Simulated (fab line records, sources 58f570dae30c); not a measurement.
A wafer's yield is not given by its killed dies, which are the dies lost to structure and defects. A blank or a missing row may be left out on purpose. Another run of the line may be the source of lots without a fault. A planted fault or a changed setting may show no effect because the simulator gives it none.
2 desks looking at one fault | flow berkeley cmos170 | numbers are kept per desk, each desk with only its own; the story behind them comes last

## FOR THE TOOL OWNER'S DESK: lpcvd-01
The tool's own readings at UCB170_GATE_CVD_04 (deposits poly-Si from SiH4, time 1440 s, target thk 214 nm): means of the sampled wafers that have a number, for each lot that ran on this tool. The brackets show how far a lot's mean lies from the usual mean; more than 4 standard deviations puts the lot out of limits, marked OUT.
Columns: A = spike tc centre C at UCB170_GATE_CVD_04, usual 612.6 C; B = spike tc load C at UCB170_GATE_CVD_04, usual 634.3 C; C = spike tc source C at UCB170_GATE_CVD_04, usual 631.9 C; D = susceptor temp C at UCB170_GATE_CVD_04, usual 610.01 C
lot  | first seen here | A               | B               | C               | D
L559 | day 7 08:35     | 613.3           | 635.1           | 630.8           | 610.07
L561 | day 7 23:02     | 613.7           | 634.3           | 630.7           | 609.85
L562 | day 7 23:02     | 612.4           | 634.2           | 631.2           | 609.90
L563 | day 7 23:02     | 614.0           | 634.8           | 631.0           | 609.75
L564 | day 7 23:02     | 612.8           | 634.4           | 631.8           | 610.29
L565 | day 7 23:02     | 612.7           | 634.5           | 630.5           | 610.22
L566 | day 8 15:59     | 589.1 (-21) OUT | 609.7 (-12) OUT | 605.5 (-16) OUT | 584.66 (-91) OUT
L567 | day 8 15:59     | 588.5 (-22) OUT | 609.5 (-12) OUT | 606.2 (-15) OUT | 585.25 (-88) OUT
L568 | day 8 15:59     | 588.2 (-22) OUT | 609.4 (-12) OUT | 606.1 (-15) OUT | 584.99 (-89) OUT
L581 | day 11 06:32    | 612.1           | 634.4           | 630.9           | 609.99
L582 | day 11 10:44    | 613.3           | 634.7           | 631.6           | 610.36
This desk finds L566, L567, L568 out of limits, L566 being first, at day 8 15:59 (spike tc centre C at UCB170_GATE_CVD_04). L559, L561, L562, L563, L564, L565, L581, L582 stayed within limits.

## METROLOGY DESK
What the gauges read, lot by lot, whatever tool the lot ran on: means of the sampled wafers that have a number. The brackets show how far a lot's mean lies from the usual mean; more than 4 standard deviations puts the lot out of limits, marked OUT.
Columns: A = GATE_POLY_THK at UCB170_GATE_THK_MEAS_05, usual 214.9 nm
lot  | first seen here | A
L559 | day 7 09:59     | 213.0
L563 | day 8 00:26     | 215.7
L565 | day 8 00:26     | 216.8
L562 | day 8 00:26     | 217.1
L561 | day 8 00:29     | 215.8
L564 | day 8 00:29     | 217.0
L568 | day 8 17:23     | 117.1 (-41) OUT
L567 | day 8 17:26     | 116.8 (-41) OUT
L566 | day 8 17:27     | 119.1 (-40) OUT
L569 | day 9 12:30     | 215.8
L572 | day 9 12:32     | 213.7
L578 | day 10 05:27    | 209.5
L576 | day 10 05:28    | 214.5
L581 | day 11 07:56    | 218.4
L582 | day 11 12:08    | 215.1
Finding of this desk: L566, L567, L568 out of limits, first seen on L568 at day 8 17:23 (GATE_POLY_THK at UCB170_GATE_THK_MEAS_05). L559, L563, L565, L562, L561, L564, L569, L572, L578, L576, L581, L582 stayed within limits.

## ALL TOGETHER
The tool owner's desk could have raised an alarm at day 8 15:59, on L566, L567, L568.
On L566, L567, L568, the metrology desk was in a position to raise an alarm at day 8 17:23.
Every lot named ran UCB170_GATE_CVD_04 on lpcvd-01.

## WHAT THE SIMULATOR HAD INSERTED
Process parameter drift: lpcvd-01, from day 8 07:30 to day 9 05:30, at UCB170_GATE_CVD_04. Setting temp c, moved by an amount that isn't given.
Struck lots among those shown: L566, L567, L568.
Delay (hours) between the fault's onset and each desk's first out-of-limits reading: 8 at the tool owner's desk, 10 at the metrology desk.
